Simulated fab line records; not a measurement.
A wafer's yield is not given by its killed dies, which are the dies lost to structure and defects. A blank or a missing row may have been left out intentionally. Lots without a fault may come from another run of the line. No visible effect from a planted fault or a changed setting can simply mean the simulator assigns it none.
A struck lot beside a sound one | flow ritCmos | 18 out of 202 route steps
Sound: the wafers L651.1, L651.2, L651.5. Wafers struck: L666.1, L666.3, L666.6. At the end, the cause is stated.
At each step with rows: each side's tool, then ch and its chambers, then its first start. Under that, the readings that differ: sound wafers | struck wafers | difference of the means | sigmas: that difference in standard deviations of wafers without a fault.
alike: a reading whose means differ by less than 2 such deviations, as well as words and numbers matching on both sides. not compared: withheld readings; readings where some wafer has no value; bounds like >300 that might hide an equal value; numbers whose values overlap and for which the record gives no deviation.
Wherever a step has rows on one side only, a row that says differs or no value, or a row with sigmas, the two part there. Non-overlapping numbers with no deviation appear without sigmas and do not part them. Lack of a reading on every wafer of one side parts them only where that side has two or more wafers.

first, 2 steps without rows for these wafers: RIT_ACTIVE_CLEAN_17 (cleans in SC2, time 600 s); RIT_FOX1_OXIDATION_00 (target thk 350.7 nm, ox time 1130 s).
RIT_FOX1_THK_MEAS_01:
  sound: filmMetro-02 at day 2 06:18; struck: filmMetro-04 at day 5 05:56
  alike: FOX1_OXIDE_THK
then, 2 steps without rows for these wafers: RIT_FOX1_WET_ETCH_02 (etches SiO2 in BOE, target depth 350 nm, time 390 s); RIT_FOX2_OXIDATION_00 (target thk 350.7 nm, ox time 1130 s).
RIT_FOX2_THK_MEAS_01:
  sound: filmMetro-02 at day 2 07:47; struck: filmMetro-04 at day 5 07:28
  alike: FOX2_OXIDE_THK
then, 2 steps without rows for these wafers: RIT_FOX2_CLEAN_02 (cleans in dHF, time 180 s); RIT_FOX2_WET_ETCH_03 (etches Si3N4 in H3PO4, target depth 195 nm, time 2700 s).
RIT_FOX2_THK_MEAS_90:
  sound: filmMetro-02 at day 2 08:44; struck: filmMetro-03 at day 5 08:20
  alike: FIELD_OXIDE_LEFT_1_THK
then, 3 steps without rows for these wafers: RIT_NWELL_HMDS_00 (prime time 60 s); RIT_NWELL_COAT_01 (resist thk 1300 nm); RIT_NWELL_SOFTBAKE_02 (time 60 s).
RIT_NWELL_EXPOSE_03: exposes mask M2, target cd 43900 nm.
  sound on ilineStepper-01 ch 0, day 2 09:15; struck on ilineStepper-02 ch 0, day 5 08:59
reading                     | sound                   | struck               | difference | sigmas
model.NWELL.overlayXNm (nm) | -0.4481 -0.4481 -0.4481 | -149.7 -149.7 -149.7 | -149.3     | 
  alike: mask
then, 2 steps without rows for these wafers: RIT_NWELL_PEB_04; RIT_NWELL_DEVELOP_05 (develop time 68 s).
RIT_NWELL_OVL_MEAS_06:
  sound: overlay-02 at day 2 09:41; struck: overlay-02 at day 5 09:25
reading        | sound          | struck               | difference | sigmas
NWELL_OVL (nm) | -2.7 -3.4 -3.7 | -150.3 -151.4 -151.2 | -147.7     | -99 or more
then, 1 step without rows for these wafers: RIT_NWELL_HARDBAKE_07 (time 120 s).
RIT_M1_PROBE_99:
  sound: prober-01 at day 3 23:41; struck: prober-01 at day 6 23:03
reading                             | sound             | struck            | difference | sigmas
model.etest.wellEdgeRight.lineOhmUm | 182.5 184.3 183.8 | 189.3 193.6 191.7 | +8.0       | 
model.etest.wellEdgeLeft.lineOhmUm  | 181.3 183.5 184.5 | 175.5 176.5 177.4 | -6.6       | 
  alike: killedAtFrontEnd, killedDies, killedOpen, killedShort

WHERE THEY PART
At RIT_NWELL_OVL_MEAS_06 and nowhere else, as far as this record goes. Later steps at which nothing parts them and some readings are alike: RIT_M1_PROBE_99.

WHY: the cause the simulator had injected
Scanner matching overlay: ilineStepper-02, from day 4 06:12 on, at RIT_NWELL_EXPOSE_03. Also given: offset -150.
